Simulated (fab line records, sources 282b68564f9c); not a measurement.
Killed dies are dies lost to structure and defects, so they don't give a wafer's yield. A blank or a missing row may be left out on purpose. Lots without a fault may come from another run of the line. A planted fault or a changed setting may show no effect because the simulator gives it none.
Tool commonality check | flow rit_cmos | 14 lots, 48 wafers sampled

WHY IT WAS OPENED
At RIT_PWELL_TW_MEAS_10 the reading PWELL_TW is flagged on 2 of 14 lots. Wafers without a fault read 944, standard deviation 12.
Rule: a lot is flagged when every wafer of it that has a number lies more than 4 standard deviations from that mean, or none has a number. The other lots count as sound.

lot  | measured    | on            | PWELL_TW, wafer by wafer      | flag
L448 | day 2 07:40 | film_metro-02 | 962 964 964                   |
L449 | day 2 09:02 | film_metro-04 | 930 932 934                   |
L450 | day 2 11:17 | film_metro-03 | 956 959 949                   |
L451 | day 2 15:19 | film_metro-04 | 926 933 930                   |
L452 | day 2 20:00 | film_metro-03 | 953 956 955                   |
L453 | day 3 01:00 | film_metro-04 | 937 943 939                   |
L454 | day 3 05:16 | film_metro-03 | 965 962 959                   |
L465 | day 5 11:41 | film_metro-04 | 1024 1013 1017 1016 1018 1018 | FLAGGED
L466 | day 5 16:42 | film_metro-04 | 1012 1015 1016 1019 1016 1017 | FLAGGED
L467 | day 5 21:40 | film_metro-04 | 937 934 938                   |
L468 | day 6 02:51 | film_metro-04 | 939 935 934                   |
L469 | day 6 07:36 | film_metro-03 | 956 946 954                   |
L470 | day 6 12:43 | film_metro-04 | 934 936 938                   |
L471 | day 6 17:26 | film_metro-03 | 952 954 953                   |
The numbers of the flagged lots are 1017 on average: +73 against the usual, or +6 standard deviations.

WHICH TOOL RAN EACH LOT
The record holds 1 process step before the reading, out of a route of 202 steps. In each cell: the tool, then ch and the chambers that the sampled wafers went through, then the start.
lot  | flag    | RIT_PWELL_IMPLANT_08
L448 |         | implanter-04 ch 0, day 2 07:21
L449 |         | implanter-02 ch 0, day 2 08:43
L450 |         | implanter-04 ch 0, day 2 10:59
L451 |         | implanter-04 ch 0, day 2 14:59
L452 |         | implanter-01 ch 0, day 2 19:43
L453 |         | implanter-02 ch 0, day 3 00:43
L454 |         | implanter-02 ch 0, day 3 04:58
L465 | FLAGGED | implanter-02 ch 0, day 5 11:24
L466 | FLAGGED | implanter-02 ch 0, day 5 16:22
L467 |         | implanter-04 ch 0, day 5 21:20
L468 |         | implanter-01 ch 0, day 6 02:31
L469 |         | implanter-01 ch 0, day 6 07:17
L470 |         | implanter-04 ch 0, day 6 12:23
L471 |         | implanter-04 ch 0, day 6 17:06
What these steps do:
- RIT_PWELL_IMPLANT_08
- RIT_PWELL_TW_MEAS_10

FLAGGED OVER TOTAL, TOOL BY TOOL (the gauges that took the reading come last)
step                 | tool          | lots run | flagged | share of the flagged lots | sound lots run after its first flagged lot
RIT_PWELL_IMPLANT_08 | implanter-01  | 3        | 0       | none                      | -
RIT_PWELL_IMPLANT_08 | implanter-02  | 5        | 2       | all                       | 0
RIT_PWELL_IMPLANT_08 | implanter-04  | 6        | 0       | none                      | -
RIT_PWELL_TW_MEAS_10 | film_metro-02 | 1        | 0       | none                      | -
RIT_PWELL_TW_MEAS_10 | film_metro-03 | 5        | 0       | none                      | -
RIT_PWELL_TW_MEAS_10 | film_metro-04 | 8        | 2       | all                       | 3 (L467,L468,L470)

WHAT THE TABLE ALLOWS
2 rows of the table ran every flagged lot: implanter-02 at RIT_PWELL_IMPLANT_08, film_metro-04 at RIT_PWELL_TW_MEAS_10.
- implanter-02 at RIT_PWELL_IMPLANT_08: 2 of its 5 lots flagged. Its last sound lot is L454 (day 3 04:58), its first flagged lot L465 (day 5 11:24): a fault that began between those two fits. Its own readings lie more than 4 standard deviations out on every wafer of the flagged lots: dose_ions_cm2, faraday_current_uA.
- film_metro-04 at RIT_PWELL_TW_MEAS_10: 2 of its 8 lots flagged. Sound lots ran on it after the first flagged one (L467, L468, L470), which a lasting fault on the whole tool wouldn't allow.
One tool is left: implanter-02 at RIT_PWELL_IMPLANT_08.

WHAT THE SIMULATOR HAD PUT IN
Process parameter drift: implanter-02, from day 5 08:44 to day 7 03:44, at RIT_PWELL_IMPLANT_08. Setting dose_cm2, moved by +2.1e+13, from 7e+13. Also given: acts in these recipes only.
Lots struck among those shown: L465, L466. The rule above found the same.
